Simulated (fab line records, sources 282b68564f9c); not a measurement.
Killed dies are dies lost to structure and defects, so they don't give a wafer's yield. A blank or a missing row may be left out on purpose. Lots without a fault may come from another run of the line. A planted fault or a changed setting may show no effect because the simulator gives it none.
A struck lot beside a sound one | flow rit_cmos | 27 steps out of a route of 202
Sound: wafers L686.1, L686.3, L686.6. Struck: wafer L692.1. (L692.5, L692.6 of the same lot were not struck and are left out.) The cause comes at the end.
At each step with rows: each side's tool, then ch and its chambers, then its first start. Under that, the readings that differ: sound wafers | struck wafers | difference of the means | sigmas: that difference in standard deviations of wafers without a fault.
alike: readings whose means differ by less than 2 such deviations, and words and numbers that are the same on both sides. not compared: withheld readings, readings that some wafer has no value for, bounds like >300 that may hide the same value, and numbers for which the record gives no deviation and whose values overlap.
The two part at a step that has a row with sigmas, a row that says differs or no value, or rows on one side only. Numbers that don't overlap but have no deviation are shown without sigmas and don't part them. A reading that every wafer of one side lacks parts them only if that side has two wafers or more.

first, 1 step without rows for these wafers: RIT_ACTIVE_OXIDATION_01 (target thk 46.8 nm, ox time 3360 s).
RIT_ACTIVE_THK_MEAS_02:
  sound on film_metro-03, day 4 00:03; struck on film_metro-04, day 5 08:53
  alike: ACTIVE_OXIDE_THK
then, 1 step without rows for these wafers: RIT_ACTIVE_CVD_03 (deposits Si3N4 from SiH2Cl2/NH3, target thk 150 nm, time 1500 s).
RIT_ACTIVE_THK_MEAS_04:
  sound on film_metro-03, day 4 01:32; struck on film_metro-03, day 5 11:04
  alike: ACTIVE_NITRIDE_THK
then, 6 steps without rows for these wafers: RIT_ACTIVE_HMDS_05 (prime time 60 s); RIT_ACTIVE_COAT_06 (resist thk 1000 nm); RIT_ACTIVE_SOFTBAKE_07 (time 60 s); RIT_ACTIVE_EXPOSE_08 (exposes mask M1, target cd 1400 nm); RIT_ACTIVE_PEB_09; RIT_ACTIVE_DEVELOP_10 (develop time 50 s).
RIT_ACTIVE_CD_MEAS_11: target cd 1400 nm.
  sound on cd_sem-02, day 4 02:34; struck on cd_sem-01, day 5 12:06
  reading    | sound                | struck | difference | sigmas
  cd_nm (nm) | 1398.6 1398.0 1398.6 | 1402.4 | +4.0       | +2
then, 1 step without rows for these wafers: RIT_ACTIVE_HARDBAKE_12 (time 60 s).
RIT_ACTIVE_ETCH_13: etches Si3N4 in SF6, stops on SiO2, time 210 s, target depth 210 nm.
  sound on rie_diel-03 ch 1,3, day 4 02:50; struck on rie_diel-02 ch 1, day 5 12:22
  reading                                       | sound            | struck  | difference | sigmas
  over_etch_frac                                | 0.4 0.4 0.4      | 0.42848 | +0.02848   |
  model.SiO2_of_ACTIVE_OXIDATION_01.thk_nm (nm) | 46.1 46.02 45.99 | 45.6    | -0.4       |
  alike: chamber_pressure_mTorr, drypump_motor_current_A, oes_product_au, throttle_valve_pct
  not compared: rf_hours_counter_h
RIT_ACTIVE_STRIP_14: strips in O2, time 180 s.
  sound on plasma_asher-04 ch 0, day 4 02:58; struck on plasma_asher-04 ch 1, day 5 12:30
  reading             | sound       | struck | difference | sigmas
  rf_refl_power_W (W) | 9.4 9.8 9.8 | 4.9    | -4.8       | -3
  alike: chamber_pressure_mTorr, drypump_motor_current_A
  not compared: rf_hours_counter_h
RIT_ACTIVE_CD_MEAS_90: target cd 1400 nm.
  sound on cd_sem-01, day 4 03:08; struck on cd_sem-02, day 5 12:40
  alike: cd_nm
then, 4 steps without rows for these wafers: RIT_ACTIVE_CLEAN_15 (cleans in SC1, time 600 s); RIT_ACTIVE_CLEAN_16 (cleans in dHF, time 30 s); RIT_ACTIVE_CLEAN_17 (cleans in SC2, time 600 s); RIT_FOX1_OXIDATION_00 (target thk 350.7 nm, ox time 1130 s).
RIT_FOX1_THK_MEAS_01:
  sound on film_metro-01, day 4 04:59; struck on film_metro-02, day 5 14:28
  alike: FOX1_OXIDE_THK
then, 2 steps without rows for these wafers: RIT_FOX1_WET_ETCH_02 (etches SiO2 in BOE, target depth 350 nm, time 390 s); RIT_FOX2_OXIDATION_00 (target thk 350.7 nm, ox time 1130 s).
RIT_FOX2_THK_MEAS_01:
  sound on film_metro-04, day 4 06:36; struck on film_metro-02, day 5 15:58
  alike: FOX2_OXIDE_THK
then, 1 step without rows for these wafers: RIT_FOX2_CLEAN_02 (cleans in dHF, time 180 s).
RIT_FOX2_WET_ETCH_03: etches Si3N4 in H3PO4, target depth 195 nm, time 2700 s.
  sound on wet_bench-04 ch 2, day 4 06:43; struck on wet_bench-01 ch 0, day 5 16:05
  reading                                       | sound          | struck | difference | sigmas
  model.SiO2_of_ACTIVE_OXIDATION_01.thk_nm (nm) | 41 40.89 40.86 | 40.46  | -0.46      |
RIT_FOX2_THK_MEAS_90:
  sound on film_metro-03, day 4 07:29; struck on film_metro-03, day 5 16:50
  alike: FIELD_OXIDE_LEFT_1_THK
RIT_M1_PROBE_99:
  sound on prober-02, day 6 02:29; struck on prober-02, day 7 08:49
  alike: killed_at_front_end, killed_dies, killed_open, killed_short

WHERE THEY PART
First at RIT_ACTIVE_CD_MEAS_11; last, within this record, at RIT_ACTIVE_STRIP_14. Later steps at which nothing parts them and some readings are alike: RIT_ACTIVE_CD_MEAS_90, RIT_FOX1_THK_MEAS_01, RIT_FOX2_THK_MEAS_01, RIT_FOX2_THK_MEAS_90, RIT_M1_PROBE_99.

WHY: what the simulator had put in
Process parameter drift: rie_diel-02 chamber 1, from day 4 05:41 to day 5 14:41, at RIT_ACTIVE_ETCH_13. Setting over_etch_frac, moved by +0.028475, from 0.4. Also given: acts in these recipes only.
